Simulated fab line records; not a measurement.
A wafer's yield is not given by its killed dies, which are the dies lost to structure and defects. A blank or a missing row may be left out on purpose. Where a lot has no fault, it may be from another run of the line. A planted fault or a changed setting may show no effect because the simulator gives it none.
A struck lot beside a sound one / flow berkeley-cmos170 / 14 steps out of a route of 331
Sound: wafers L604.2, L604.5, L604.6. The struck wafers were L612.4, L612.5, L612.6. The cause is named last.
Each step with rows lists, per side, the tool, then ch with its chambers, then its first start. Under that, the readings that differ: sound wafers / struck wafers / difference of the means / sigmas: that difference in standard deviations of wafers without a fault.
alike: same words and numbers on both sides, and readings whose means sit less than 2 such deviations apart. not compared: any withheld reading, any reading some wafer has no value for, any bound like >300 that may hide the same value, and any number with overlapping values for which the record gives no deviation.
A row with sigmas, a row that says differs or no value, or rows on one side alone: a step with any of these is where the two part. Numbers that don't overlap but have no deviation are shown without sigmas and don't part them. Lack of a reading on every wafer of one side parts them only where that side has two or more wafers.

UCB170_ZERO_STRIP_07: strips in O2.
  sound on plasma-asher-03 ch 0,1, day 2 00:11; struck on plasma-asher-02 ch 0,1, day 4 00:22
  alike: drypump-motor-current-A, oes-product-au, strip-time-to-endpoint-s
  not compared: rf-hours-counter-h
then, 2 steps without rows for these wafers: UCB170_NWELL_WET_ETCH_00 (etches SiO2 in dHF, time 200 s); UCB170_NWELL_OXIDATION_01 (target thk 26.4 nm, ox time 1260 s).
UCB170_NWELL_THK_MEAS_02:
  struck on film-metro-01, day 4 07:01; sound on film-metro-04, day 2 06:43
reading=NWELL_OXIDE_THK (nm); sound=25.2 25.3 25.3; struck=26.5 26.6 26.5; difference=+1.3; sigmas=+3
then, 2 steps without rows for these wafers: UCB170_NWELL_ANNEAL_03 (time 900 s); UCB170_NWELL_CVD_04 (deposits Si3N4 from SiH2Cl2/NH3, target thk 224 nm, time 3360 s).
UCB170_NWELL_THK_MEAS_05:
  struck on film-metro-01, day 4 19:03; sound on film-metro-01, day 2 14:42
  alike: NWELL_NITRIDE_THK
then, 5 steps without rows for these wafers: UCB170_NWELL_HMDS_06 (prime time 60 s); UCB170_NWELL_COAT_07 (resist thk 900 nm); UCB170_NWELL_SOFTBAKE_08 (time 60 s); UCB170_NWELL_EXPOSE_09 (exposes mask NWELL, target cd 3000 nm); UCB170_NWELL_PEB_10.
UCB170_NWELL_DEVELOP_11: develop time 45 s.
  sound on litho-track-03 ch 0, day 2 16:00; struck on litho-track-02, day 4 21:00
  no value came back on the struck wafers for chill-plate-temp-C (C), develop-time-s (s); on the sound wafers chill-plate-temp-C (C) reads 23.02 23.03 22.98
reading=model.KrF_of_NWELL_COAT_07.thk-nm (nm); sound=890.5 890.8 891; struck=900.7 900.1 901.6; difference=+10.0; sigmas=
UCB170_NWELL_OVL_MEAS_12:
  struck on overlay-02, day 4 21:35; sound on overlay-02, day 2 16:39
reading=NWELL_OVL (nm); sound=13 -3 0; struck=- - -; difference=no value on the struck wafers; sigmas=

== WHERE THEY PART ==
Last at UCB170_NWELL_OVL_MEAS_12 as far as this record goes, first at UCB170_NWELL_THK_MEAS_02.

WHY: whatever the simulator had introduced
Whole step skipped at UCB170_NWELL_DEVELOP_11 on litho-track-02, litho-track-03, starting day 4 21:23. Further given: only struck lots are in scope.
